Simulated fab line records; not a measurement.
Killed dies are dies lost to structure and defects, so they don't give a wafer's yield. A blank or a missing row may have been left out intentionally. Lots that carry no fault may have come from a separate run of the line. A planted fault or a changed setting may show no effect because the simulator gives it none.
Code-filled problem report in 8D (eight disciplines) form    flow berkeley-cmos170    the parts of the form that need people (team, actions taken, sign-off) are left out

## 1. WHAT WENT WRONG
Wafers without a fault read 700.1 nm, standard deviation 1.5; cd-nm at UCB170_V2_CD_MEAS_12 reads a mean of 712.6 nm on 9 wafers belonging to 3 lots. That puts it +8.3 standard deviations away from the usual mean.
The step: target cd 700 nm.
First seen on wafer L919.2, day 9 21:23, on cd-sem-01. At this step, 45 wafers from 15 lots have a number in the record. Rule for "out" (also "out of limits"): further than 4 standard deviations from the usual mean. The other wafers with a number count as sound.

## 2. WHAT THIS IS AND IS NOT
question                     is                      is not
which readings at this step  cd-nm                   -
which lots                   L919, L921, L927        L909, L910, L911, L912, L913, L914, L915, L918, L920, L922, L929, L930
which wafers of those lots   all that have a number  -
read on which gauges         cd-sem-01               cd-sem-02
when                         from day 9 21:23        up to then (24 sound wafers); but 12 sound wafers of L920, L922, L929, L930 came after

## 3. THE SUSPECTS, EACH WITH WHAT RULES IT OUT
Counting: a tool stays on the suspect list if, at a process step up to the reading, it processed all lots that are out and no sound lot following the first of them.
- the gauge at UCB170_V2_CD_MEAS_12 is ruled out. All the wafers that are out were read on cd-sem-01, but those of them that UCB170_V2_EXPOSE_09 has rows for are out there too, on other tools.
- krf-scanner-01 at UCB170_V2_EXPOSE_09 (exposes mask VIA2, target cd 700 nm): kept. All lots that are out passed through it, beginning with L919 at day 9 21:00, and no sound lot followed; its final sound lot before that point was L918 at day 9 09:38. Its own exposure-dose-mJ-cm2 readings are out on those wafers.
Remaining after the count: krf-scanner-01 at UCB170_V2_EXPOSE_09.

## 4. THE CAUSE (what the simulator had put in)
Process parameter drift: krf-scanner-01, from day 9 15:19 on, at UCB170_V2_EXPOSE_09. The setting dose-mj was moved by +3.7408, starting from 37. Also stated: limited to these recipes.
Only this tool survived the counting.

## 5. THE EFFECT CHAIN, in route order
Rows list readings where the struck wafers' mean (over those with a number) sits beyond 3 standard deviations from the usual. Only readings whose record carries a usual standard deviation are examined. hours: median over the lots of the time between each lot's start at the first step of this table that gives one and its start at this step. sigmas: the change, counted in usual standard deviations.
hours  step                  reading               usual     on struck wafers  change  sigmas
0      UCB170_V2_EXPOSE_09   exposure-dose-mJ-cm2  36.99     40.03             +3.04   +74
0      UCB170_V2_CD_MEAS_12  cd-nm                 700.1 nm  712.6             +12.5   +8.3
Here are the process steps it includes:
- UCB170_V2_EXPOSE_09: exposes mask VIA2, target cd 700 nm.

## 6. HOW IT WOULD HAVE BEEN CAUGHT EARLIER
6 hours passed between the start of the fault at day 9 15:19 and the first reading out of limits at a measuring or inspecting step in this record, taken at day 9 21:23.
At UCB170_V2_EXPOSE_09, the tool's own readings (exposure-dose-mJ-cm2) were out on each struck wafer the step has a row for, so an alarm limit on them would have fired on the first such wafer.
Among the 3 lots that are out, L921, L927 began UCB170_V2_EXPOSE_09 on krf-scanner-01 after day 9 21:23. A hold on the tool at that time would have spared those 2.
